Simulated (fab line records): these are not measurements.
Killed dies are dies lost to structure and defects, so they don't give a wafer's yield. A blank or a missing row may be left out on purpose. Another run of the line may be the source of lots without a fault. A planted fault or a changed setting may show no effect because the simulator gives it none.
A struck lot beside a sound one / flow rit_cmos / 10 steps out of a route of 202
Sound: the wafers L356.1, L356.2, L356.3. Wafers struck: L349.1, L349.2, L349.6. At the end, the cause is stated.
Order at every step that has rows: each side's tool, ch and its chambers, its first start. Under that, the readings that differ: sound wafers / struck wafers / difference of the means / sigmas: that difference in standard deviations of wafers without a fault.
alike: readings with means less than 2 such deviations apart, plus words and numbers identical on both sides. not compared: withheld readings, readings lacking a value on some wafer, bounds such as >300 that could conceal the same value, and numbers that have no deviation in the record and whose values overlap.
A row with sigmas, a row that says differs or no value, or rows on one side alone: a step with any of these is where the two part. Numbers that have no deviation but don't overlap get no sigmas and don't part them. A reading that every wafer of one side lacks parts them only if that side has two wafers or more.

RIT_ACTIVE_BOW_MEAS_00:
  sound on film_metro-02 at day 5 09:00; struck on film_metro-02 at day 3 22:00
  alike: INCOMING_BOW
then, 1 step without rows for these wafers: RIT_ACTIVE_OXIDATION_01 (target thk 46.8 nm, ox time 3360 s).
RIT_ACTIVE_THK_MEAS_02:
  sound on film_metro-01 at day 5 11:03; struck on film_metro-01 at day 4 00:03
reading=ACTIVE_OXIDE_THK (nm); sound=47.4 47.3 47.6; struck=45.1 44.6 45.1; difference=-2.5; sigmas=-3
then, 1 step without rows for these wafers: RIT_ACTIVE_CVD_03 (deposits Si3N4 from SiH2Cl2/NH3, target thk 150 nm, time 1500 s).
RIT_ACTIVE_THK_MEAS_04:
  sound on film_metro-01 at day 5 12:32; struck on film_metro-04 at day 4 01:32
  alike: ACTIVE_NITRIDE_THK
then, 3 steps without rows for these wafers: RIT_ACTIVE_HMDS_05 (prime time 60 s); RIT_ACTIVE_COAT_06 (resist thk 1000 nm); RIT_ACTIVE_SOFTBAKE_07 (time 60 s).
RIT_ACTIVE_EXPOSE_08: exposes mask M1, target cd 1400 nm.
  sound on iline_stepper-01 ch 0, day 5 13:10; struck on iline_stepper-02, day 4 02:02
  no value came back on the struck wafers for exposure_dose_mJ_cm2, focus_offset_nm (nm), na; on the sound wafers exposure_dose_mJ_cm2 reads 225.34 224.97 224.86
  alike: mask
then, 1 step without rows for these wafers: RIT_ACTIVE_PEB_09.

WHERE THEY PART
Last at RIT_ACTIVE_EXPOSE_08 as far as this record goes, first at RIT_ACTIVE_THK_MEAS_02.

WHY: what had been put in by the simulator
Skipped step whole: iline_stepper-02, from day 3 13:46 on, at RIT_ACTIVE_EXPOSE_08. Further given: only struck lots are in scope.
